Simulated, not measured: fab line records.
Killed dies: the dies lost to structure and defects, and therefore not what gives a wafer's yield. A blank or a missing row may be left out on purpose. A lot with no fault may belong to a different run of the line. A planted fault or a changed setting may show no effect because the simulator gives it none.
Problem report in the 8D (eight disciplines) form, filled by code / flow rit_cmos / the parts of the form that need people (team, actions taken, sign-off) are left out

== 1. PROBLEM STATEMENT ==
Mean of chamber_pressure_mTorr at RIT_M1_METAL_ETCH_12: 79.97 mTorr across 5 wafers in 3 lots; on wafers with no fault it is 100.00 mTorr (standard deviation 0.09). That is -99 or more standard deviations from the usual mean.
The step: etches Al in Cl2/BCl3, stops on SiO2, time 165 s, target depth 600 nm.
Earliest sighting: wafer L814.6 on rie_metal-02 at day 6 09:28. The record has a number at this step for 21 wafers belonging to 7 lots. Rule for "out", or "out of limits": more than 4 standard deviations from the usual mean. The rest of the wafers with a number are treated as sound.

== 2. WHAT IT IS; WHAT IT IS NOT ==
question=which readings at this step | is=chamber_pressure_mTorr | is not=drypump_motor_current_A, oes_product_au, throttle_valve_pct
question=which lots | is=L814, L816, L818 | is not=L802, L810, L820, L822
question=which wafers of those lots | is=L814.6, L816.1, L816.5, L818.2, L818.6 | is not=L814.1, L814.4, L816.3, L818.3
question=read on which tools | is=rie_metal-02 | is not=rie_metal-01, rie_metal-04
question=when | is=from day 6 09:28 | is not=up to then (8 sound wafers); but 8 sound wafers of L816, L818, L820, L822 came after

== 3. WHAT RULES OUT EACH SUSPECT ==
Counting: any tool at a process step up to the reading remains a suspect provided it ran every lot that is out. Sound lots after the first of them don't rule it out here, since some wafers of a struck lot are sound.
- pvd_sputter-02 at RIT_M1_SPUTTER_00 (material Al, target thk 400 nm, time 500 s): kept. It ran every lot that is out, first L814 (day 6 07:34); its last sound lot up to then is L802 (day 3 22:05).
- rie_metal-02 at RIT_M1_METAL_ETCH_12 (etches Al in Cl2/BCl3, stops on SiO2, time 165 s, target depth 600 nm): kept. It ran every lot that is out, first L814 (day 6 09:28); its last sound lot up to then is L802 (day 3 23:50). Out on those wafers are its own readings of chamber_pressure_mTorr.
- The sound lot-mates ran in chamber 1 of rie_metal-02 at RIT_M1_METAL_ETCH_12, but the wafers that are out ran in chamber 0.
Remaining after the count are pvd_sputter-02 at RIT_M1_SPUTTER_00 and rie_metal-02 at RIT_M1_METAL_ETCH_12.

== 4. THE CAUSE (what the simulator had put in) ==
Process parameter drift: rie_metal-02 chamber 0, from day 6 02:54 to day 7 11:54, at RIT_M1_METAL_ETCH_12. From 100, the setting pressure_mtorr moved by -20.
2 suspects survive the count, and this tool is in that group.

== 5. THE CHAIN OF EFFECTS, in route order ==
Each row: a reading where the mean over the struck wafers with a number is more than 3 standard deviations away from the usual. Only readings for which the record gives a usual standard deviation are gone through. hours: the time from each lot's start at the first step in this table that gives one to its start at this step, as a median over the lots. sigmas: the change in usual standard deviations.
hours=0; step=RIT_M1_METAL_ETCH_12; reading=chamber_pressure_mTorr; usual=100.00 mTorr; on struck wafers=79.97; change=-20.03; sigmas=-99 or more
It contains these process steps:
- RIT_M1_METAL_ETCH_12: etches Al in Cl2/BCl3, stops on SiO2, time 165 s, target depth 600 nm.

== 6. WHAT WOULD HAVE CAUGHT IT SOONER ==
The fault began at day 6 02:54; the first out-of-limits reading in this record came at day 6 09:28, 7 hours later.
